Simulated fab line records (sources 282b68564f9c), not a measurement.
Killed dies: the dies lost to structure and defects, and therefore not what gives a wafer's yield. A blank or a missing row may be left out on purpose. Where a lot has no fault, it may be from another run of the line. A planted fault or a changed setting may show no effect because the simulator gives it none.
A sampling plan put to the test + flow ritCmos + one fab line, 36 faults that these records tell of, each judged on the records of the lots that it struck; 1 more is left out, because the records don't allow judging it
What counts as the plan is the set of the line's own looks, namely the steps on the route at which a gauge or an inspection reads a wafer and does not change it. A look can be judged if struck wafers have a number there and the file gives its usual mean and standard deviation on fault-free wafers. Caught: at a look after the fault's first step, the mean of the struck wafers lies 4 or more of those standard deviations (sigma) from the usual mean. On the tool: the same test on the tool's own readings at the fault's steps. A different recipe on the struck wafers counts as caught too, as does a record blank only for those wafers.

== THE FAULTS, as the simulator had put them in ==
1. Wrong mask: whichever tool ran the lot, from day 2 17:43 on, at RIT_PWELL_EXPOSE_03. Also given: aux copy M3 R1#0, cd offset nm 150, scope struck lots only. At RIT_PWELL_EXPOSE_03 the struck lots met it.
2. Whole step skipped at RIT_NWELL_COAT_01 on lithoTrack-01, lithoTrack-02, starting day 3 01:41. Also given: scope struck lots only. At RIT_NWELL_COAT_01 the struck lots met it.
3. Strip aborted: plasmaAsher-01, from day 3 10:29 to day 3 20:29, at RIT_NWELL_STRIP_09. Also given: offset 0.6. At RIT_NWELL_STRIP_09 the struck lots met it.
4. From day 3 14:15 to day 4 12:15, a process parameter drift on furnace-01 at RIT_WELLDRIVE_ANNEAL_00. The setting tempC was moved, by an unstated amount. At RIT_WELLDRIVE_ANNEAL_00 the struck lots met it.
5. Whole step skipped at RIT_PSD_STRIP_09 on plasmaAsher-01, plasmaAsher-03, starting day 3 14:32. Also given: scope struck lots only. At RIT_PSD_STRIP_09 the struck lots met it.
6. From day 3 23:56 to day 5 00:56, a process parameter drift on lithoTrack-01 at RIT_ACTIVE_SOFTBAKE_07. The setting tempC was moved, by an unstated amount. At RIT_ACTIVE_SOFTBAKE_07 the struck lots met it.
7. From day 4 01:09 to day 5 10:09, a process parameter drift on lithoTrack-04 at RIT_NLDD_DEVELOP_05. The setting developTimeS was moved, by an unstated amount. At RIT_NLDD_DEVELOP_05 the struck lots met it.
8. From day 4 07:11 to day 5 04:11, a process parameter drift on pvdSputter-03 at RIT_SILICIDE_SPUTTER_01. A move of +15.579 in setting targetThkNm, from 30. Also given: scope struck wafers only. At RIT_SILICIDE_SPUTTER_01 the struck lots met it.
9. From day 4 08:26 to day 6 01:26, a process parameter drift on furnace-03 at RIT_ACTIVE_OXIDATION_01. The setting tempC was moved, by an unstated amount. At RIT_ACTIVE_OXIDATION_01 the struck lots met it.
10. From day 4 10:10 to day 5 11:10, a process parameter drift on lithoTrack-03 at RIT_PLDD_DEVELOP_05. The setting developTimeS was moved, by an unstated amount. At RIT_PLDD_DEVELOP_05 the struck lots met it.
11. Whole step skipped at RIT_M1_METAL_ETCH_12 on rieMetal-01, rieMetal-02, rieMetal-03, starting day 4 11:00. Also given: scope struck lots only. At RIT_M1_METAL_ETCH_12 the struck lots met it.
12. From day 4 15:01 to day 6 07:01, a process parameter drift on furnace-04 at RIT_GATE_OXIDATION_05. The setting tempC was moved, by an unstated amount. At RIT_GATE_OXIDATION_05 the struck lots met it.
13. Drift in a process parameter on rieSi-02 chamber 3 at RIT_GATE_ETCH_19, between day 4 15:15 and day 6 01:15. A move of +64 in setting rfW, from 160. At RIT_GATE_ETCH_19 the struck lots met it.
14. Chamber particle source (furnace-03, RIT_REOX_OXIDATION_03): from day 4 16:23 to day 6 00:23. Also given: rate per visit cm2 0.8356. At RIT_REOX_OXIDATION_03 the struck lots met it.
15. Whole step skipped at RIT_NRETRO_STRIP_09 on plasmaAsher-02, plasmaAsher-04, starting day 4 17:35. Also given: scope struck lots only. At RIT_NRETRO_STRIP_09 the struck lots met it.
16. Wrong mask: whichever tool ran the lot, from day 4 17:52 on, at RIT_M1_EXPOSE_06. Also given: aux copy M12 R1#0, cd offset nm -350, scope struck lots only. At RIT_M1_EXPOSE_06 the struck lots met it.
17. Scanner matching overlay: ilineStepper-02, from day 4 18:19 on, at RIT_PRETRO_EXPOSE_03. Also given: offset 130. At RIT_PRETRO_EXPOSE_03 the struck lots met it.
18. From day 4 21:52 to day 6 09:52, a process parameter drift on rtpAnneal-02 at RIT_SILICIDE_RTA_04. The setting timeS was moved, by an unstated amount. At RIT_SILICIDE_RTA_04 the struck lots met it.
19. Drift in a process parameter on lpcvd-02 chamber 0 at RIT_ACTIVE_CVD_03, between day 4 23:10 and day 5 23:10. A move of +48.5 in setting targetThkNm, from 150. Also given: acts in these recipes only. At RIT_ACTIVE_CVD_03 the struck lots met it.
20. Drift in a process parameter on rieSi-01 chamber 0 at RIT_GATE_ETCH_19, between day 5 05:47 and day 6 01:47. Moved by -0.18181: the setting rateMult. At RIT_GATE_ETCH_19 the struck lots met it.
21. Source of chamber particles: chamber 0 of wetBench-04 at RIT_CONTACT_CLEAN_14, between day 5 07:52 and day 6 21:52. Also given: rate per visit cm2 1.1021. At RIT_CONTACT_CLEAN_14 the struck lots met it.
22. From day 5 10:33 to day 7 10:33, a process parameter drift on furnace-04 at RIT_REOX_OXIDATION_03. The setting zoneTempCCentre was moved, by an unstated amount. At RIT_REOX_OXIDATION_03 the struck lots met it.
23. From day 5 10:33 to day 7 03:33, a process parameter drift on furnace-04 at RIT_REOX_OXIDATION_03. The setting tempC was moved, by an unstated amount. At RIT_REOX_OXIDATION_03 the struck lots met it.
24. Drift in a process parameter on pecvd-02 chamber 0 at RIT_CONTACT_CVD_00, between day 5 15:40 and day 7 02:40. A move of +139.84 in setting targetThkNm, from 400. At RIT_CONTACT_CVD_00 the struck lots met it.
25. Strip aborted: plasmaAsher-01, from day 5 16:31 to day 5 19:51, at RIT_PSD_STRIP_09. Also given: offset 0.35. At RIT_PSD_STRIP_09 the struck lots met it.
26. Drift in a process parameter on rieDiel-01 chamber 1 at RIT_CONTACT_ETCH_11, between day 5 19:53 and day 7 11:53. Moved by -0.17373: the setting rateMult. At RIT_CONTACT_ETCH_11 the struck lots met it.
27. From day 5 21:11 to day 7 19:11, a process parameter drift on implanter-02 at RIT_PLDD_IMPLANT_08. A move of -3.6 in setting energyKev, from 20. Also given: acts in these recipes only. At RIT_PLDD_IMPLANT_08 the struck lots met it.
28. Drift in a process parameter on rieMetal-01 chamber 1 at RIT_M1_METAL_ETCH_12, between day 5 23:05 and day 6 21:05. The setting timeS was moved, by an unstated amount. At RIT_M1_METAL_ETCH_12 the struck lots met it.
29. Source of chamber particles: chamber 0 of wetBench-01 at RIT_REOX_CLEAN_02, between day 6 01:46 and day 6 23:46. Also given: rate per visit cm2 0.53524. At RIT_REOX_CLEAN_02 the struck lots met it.
30. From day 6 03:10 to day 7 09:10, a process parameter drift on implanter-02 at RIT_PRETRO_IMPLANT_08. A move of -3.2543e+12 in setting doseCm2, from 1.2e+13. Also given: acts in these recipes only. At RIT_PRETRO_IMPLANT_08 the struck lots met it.
31. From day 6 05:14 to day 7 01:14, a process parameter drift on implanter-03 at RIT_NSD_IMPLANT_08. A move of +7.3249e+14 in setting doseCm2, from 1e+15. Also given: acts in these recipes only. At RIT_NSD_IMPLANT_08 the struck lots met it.
32. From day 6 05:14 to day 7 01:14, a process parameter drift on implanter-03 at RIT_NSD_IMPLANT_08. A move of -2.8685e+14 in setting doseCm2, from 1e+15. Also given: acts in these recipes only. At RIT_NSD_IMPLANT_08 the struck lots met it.
33. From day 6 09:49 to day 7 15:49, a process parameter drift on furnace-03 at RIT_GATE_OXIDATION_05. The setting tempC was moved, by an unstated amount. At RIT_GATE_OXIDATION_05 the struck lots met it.
34. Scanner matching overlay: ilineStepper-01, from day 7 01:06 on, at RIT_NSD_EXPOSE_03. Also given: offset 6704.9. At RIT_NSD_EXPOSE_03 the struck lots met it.
35. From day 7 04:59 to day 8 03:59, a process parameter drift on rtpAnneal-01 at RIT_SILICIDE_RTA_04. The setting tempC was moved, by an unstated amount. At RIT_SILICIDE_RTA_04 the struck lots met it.
36. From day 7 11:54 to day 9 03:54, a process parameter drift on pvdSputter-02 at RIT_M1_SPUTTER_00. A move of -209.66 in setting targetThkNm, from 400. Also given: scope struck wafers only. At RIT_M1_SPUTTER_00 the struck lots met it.

== WHAT THE PLAN SAW ==
| fault | on the tool itself                               | first look that catches it                      | reading, sigma          | median hours from its first step to that look | hours from the fault's start to the first struck lot there | judged looks passed uncaught |
|-------|--------------------------------------------------|-------------------------------------------------|-------------------------|-----------------------------------------------|------------------------------------------------------------|------------------------------|
| 1     | no reading that can be judged                    | no look after it can be judged                  | -                       | -                                             | -                                                          | 0                            |
| 2     | the tool's record is blank for the struck wafers | RIT_PWELL_TW_MEAS_10                            | PWELL_TW +99 or beyond  | 3.0                                           | 5                                                          | 0                            |
| 3     | runLengthS -99 or beyond sigma                   | RIT_NRETRO_TW_MEAS_10                           | NRETRO_TW -99 or beyond | 10.5                                          | 20                                                         | 0                            |
| 4     | tubeCenterTempC +99 or beyond sigma              | RIT_WELLDRIVE_RS_MEAS_01                        | NWELL_RS -32            | 5.1                                           | 2                                                          | 0                            |
| 5     | the tool's record is blank for the struck wafers | no look after it can be judged                  | -                       | -                                             | -                                                          | 0                            |
| 6     | heaterPowerTotalW +31 sigma                      | not the one look that can be judged after it    | -                       | -                                             | -                                                          | 1                            |
| 7     | no reading that can be judged                    | RIT_NLDD_TW_MEAS_10                             | NLDD_TW -80             | 1.0                                           | 1                                                          | 0                            |
| 8     | under 2 sigma                                    | RIT_SILICIDE_RS_MEAS_02                         | SILICIDE_TI_RS -26      | 0.2                                           | 5                                                          | 0                            |
| 9     | tubeCenterTempC -99 or beyond sigma              | RIT_ACTIVE_THK_MEAS_02                          | ACTIVE_OXIDE_THK -11    | 1.9                                           | 17                                                         | 0                            |
| 10    | no reading that can be judged                    | RIT_PLDD_TW_MEAS_10                             | PLDD_TW -91             | 1.2                                           | 8                                                          | 0                            |
| 11    | the tool's record is blank for the struck wafers | no look after it can be judged                  | -                       | -                                             | -                                                          | 0                            |
| 12    | spikeTcCentreC -14 sigma                         | RIT_GATE_THK_MEAS_07                            | GATE_OXIDE_THK -9.6     | 1.3                                           | 4                                                          | 0                            |
| 13    | rfFwdPowerW +99 or beyond sigma                  | no look after it can be judged                  | -                       | -                                             | -                                                          | 0                            |
| 14    | no reading that can be judged                    | no look after it can be judged                  | -                       | -                                             | -                                                          | 0                            |
| 15    | the tool's record is blank for the struck wafers | RIT_PRETRO_TW_MEAS_10                           | PRETRO_TW -76           | 1.8                                           | 4                                                          | 0                            |
| 16    | no reading that can be judged                    | RIT_M1_CD_MEAS_09                               | cdNm -99 or beyond      | 0.4                                           | 3                                                          | 0                            |
| 17    | no reading that can be judged                    | RIT_PRETRO_OVL_MEAS_06                          | PRETRO_OVL +93          | 0.5                                           | 3                                                          | 0                            |
| 18    | under 2 sigma                                    | none of the 8 looks that can be judged after it | -                       | -                                             | -                                                          | 8                            |
| 19    | under 2 sigma                                    | RIT_ACTIVE_THK_MEAS_04                          | ACTIVE_NITRIDE_THK +36  | 1.4                                           | 10                                                         | 0                            |
| 20    | under 2 sigma                                    | no look after it can be judged                  | -                       | -                                             | -                                                          | 0                            |
| 21    | under 2 sigma                                    | no look after it can be judged                  | -                       | -                                             | -                                                          | 0                            |
| 22    | spikeTcCentreC -19 sigma                         | RIT_REOX_THK_MEAS_04                            | REOX_OXIDE_THK -5.6     | 2.6                                           | 5                                                          | 0                            |
| 23    | tubeCenterTempC +99 or beyond sigma              | RIT_REOX_THK_MEAS_04                            | REOX_OXIDE_THK +4.3     | 2.6                                           | 5                                                          | 0                            |
| 24    | under 2 sigma                                    | RIT_CONTACT_THK_MEAS_01                         | CONTACT_TEOS_THK +22    | 0.0                                           | 6                                                          | 0                            |
| 25    | runLengthS -99 or beyond sigma                   | no look after it can be judged                  | -                       | -                                             | -                                                          | 0                            |
| 26    | under 2 sigma                                    | no look after it can be judged                  | -                       | -                                             | -                                                          | 0                            |
| 27    | beamEnergyKeV -99 or beyond sigma                | RIT_PLDD_TW_MEAS_10                             | PLDD_TW -4.7            | 0.3                                           | 3                                                          | 0                            |
| 28    | runLengthS -40 sigma                             | no look after it can be judged                  | -                       | -                                             | -                                                          | 0                            |
| 29    | no reading that can be judged                    | not the one look that can be judged after it    | -                       | -                                             | -                                                          | 1                            |
| 30    | doseIonsCm2 -99 or beyond sigma                  | RIT_PRETRO_TW_MEAS_10                           | PRETRO_TW -7.3          | 0.3                                           | 5                                                          | 0                            |
| 31    | doseIonsCm2 +99 or beyond sigma                  | RIT_NSD_TW_MEAS_10                              | NSD_TW +9.9             | 0.3                                           | 7                                                          | 0                            |
| 32    | doseIonsCm2 -99 or beyond sigma                  | RIT_NSD_TW_MEAS_10                              | NSD_TW -5.2             | 0.3                                           | 7                                                          | 0                            |
| 33    | tubeCenterTempC -99 or beyond sigma              | RIT_GATE_THK_MEAS_07                            | GATE_OXIDE_THK -43      | 2.2                                           | 15                                                         | 0                            |
| 34    | no reading that can be judged                    | no look after it can be judged                  | -                       | -                                             | -                                                          | 0                            |
| 35    | wafer_temp_C_max +79 sigma                       | no look after it can be judged                  | -                       | -                                             | -                                                          | 0                            |
| 36    | under 2 sigma                                    | RIT_M1_RS_MEAS_01                               | M1_AL_RS +92            | 0.3                                           | 4                                                          | 0                            |
Dash: fault not caught, or number not given in these records.

Caught at a look: 21 of 36. Caught on the tool: 20 of 36. By one or the other: 28 of 36.
Caught on the tool alone: faults 5, 6, 11, 13, 25, 28, 35.
Caught at a look alone: faults 7, 8, 10, 16, 17, 19, 24, 36.
Caught by neither: faults 1, 14, 18, 20, 21, 26, 29, 34.

== THINNER SAMPLING ==
Were the look that catches a fault to measure just every second or every third lot (counted by lot number), the first struck lot would, at worst, be measured this late:
| fault | struck lots at that look, in order of time | every lot | every second lot | every third lot |
|-------|--------------------------------------------|-----------|------------------|-----------------|
| 2     | L426, L427, L428                           | 5 h       | 9 h              | 16 h            |
| 3     | L272                                       | 20 h      | may miss it      | may miss it     |
| 4     | L642, L643                                 | 2 h       | 9 h              | may miss all 2  |
| 7     | L863, L868                                 | 1 h       | 29 h             | may miss all 2  |
| 8     | L126                                       | 5 h       | may miss it      | may miss it     |
| 9     | L497, L500                                 | 17 h      | 33 h             | may miss all 2  |
| 10    | L860, L862                                 | 8 h       | may miss all 2   | may miss all 2  |
| 12    | L210, L213                                 | 4 h       | 21 h             | may miss all 2  |
| 15    | L559, L560, L561                           | 4 h       | 12 h             | 16 h            |
| 16    | L222                                       | 3 h       | may miss it      | may miss it     |
| 17    | L362, L363                                 | 3 h       | 10 h             | may miss all 2  |
| 19    | L968                                       | 10 h      | may miss it      | may miss it     |
| 22    | L627, L628                                 | 5 h       | 9 h              | may miss all 2  |
| 23    | L794, L795                                 | 5 h       | 9 h              | may miss all 2  |
| 24    | L830, L833                                 | 6 h       | 16 h             | may miss all 2  |
| 27    | L300, L306                                 | 3 h       | may miss all 2   | may miss all 2  |
| 30    | L754, L755, L756                           | 5 h       | 10 h             | 15 h            |
| 31    | L725, L726                                 | 7 h       | 11 h             | may miss all 2  |
| 32    | L705, L706, L707                           | 7 h       | 11 h             | 14 h            |
| 33    | L203, L204                                 | 15 h      | 21 h             | may miss all 2  |
| 36    | L275                                       | 4 h       | may miss it      | may miss it     |
The hour figures run from when the fault began to the first measured lot among those it struck. The limit of 4 sigma was tested on all struck wafers together, so one lot alone may lie under it. Other struck lots may not be in these records.

== THE LONGEST TIMED WAY FROM STEP TO LOOK ==
In fault 3, a median of 10.5 hours elapses between RIT_NWELL_STRIP_09 and RIT_NRETRO_TW_MEAS_10. No look between them can be judged.
